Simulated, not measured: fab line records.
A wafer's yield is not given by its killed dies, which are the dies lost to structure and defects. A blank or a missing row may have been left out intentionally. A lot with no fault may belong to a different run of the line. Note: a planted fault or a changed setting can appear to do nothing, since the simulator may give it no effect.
Which tool is to blame? -- flow rit cmos -- 15 lots, 45 wafers sampled, at 1 step of a route of 202

WHAT EACH GAUGE READ, for each wafer
RIT_ACTIVE_BOW_MEAS_00. Usual: INCOMING_BOW gives 0 um (standard deviation 6.7).
lot,measured,on,INCOMING_BOW (um),flag
L952,day 1 10:04,film metro-02,2 -2 10,
L953,day 1 15:01,film metro-01,18 -12 -1,
L954,day 1 20:00,film metro-01,-5 9 1,
L955,day 2 01:00,film metro-03,-5 -1 3,
L956,day 2 06:01,film metro-02,-10 0 -17,
L957,day 2 11:00,film metro-03,11 3 3,
L959,day 2 21:00,film metro-03,7 -3 -6,
L960,day 3 02:04,film metro-01,0 -13 -10,
L961,day 3 07:01,film metro-01,-15 1 3,
L962,day 3 12:04,film metro-02,5 -2 6,
L963,day 3 17:00,film metro-01,1 11 -3,
L964,day 3 22:02,film metro-01,-5 4 -8,
L968,day 4 18:00,film metro-02,3 -10 -3,
L971,day 5 09:02,film metro-01,5 3 -1,
L973,day 5 19:00,film metro-01,-1 -1 -9,

WHICH TOOL RAN EACH LOT (tool, then ch and the chambers of the sampled wafers, then the start)
The record holds no process step before these readings.

WHAT THE TOOLS THEMSELVES READ (means of the sampled wafers that have a number; where no wafer has one, the mark that the record gives instead)
The record holds no such reading with a usual standard deviation.

THE ANSWER, worked out from the rows above alone
Rule: take the mean of a lot's wafers that have a number; if it is more than 3 standard deviations from the usual mean, the lot is off. Also off: a lot with no number at a reading for which 4 or more lots have one. Any other lot the step has rows for is counted as sound. The gauges are gone through in route order, then the tools' own readings, and for those a lot's mean is taken as printed above. At the first step where some lot is off, the reading lying furthest off is the one used; lots without a number count as furthest.
Across all readings shown, no lot is off: no conclusion can be drawn from this.

WHAT WAS PUT IN BY THE SIMULATOR
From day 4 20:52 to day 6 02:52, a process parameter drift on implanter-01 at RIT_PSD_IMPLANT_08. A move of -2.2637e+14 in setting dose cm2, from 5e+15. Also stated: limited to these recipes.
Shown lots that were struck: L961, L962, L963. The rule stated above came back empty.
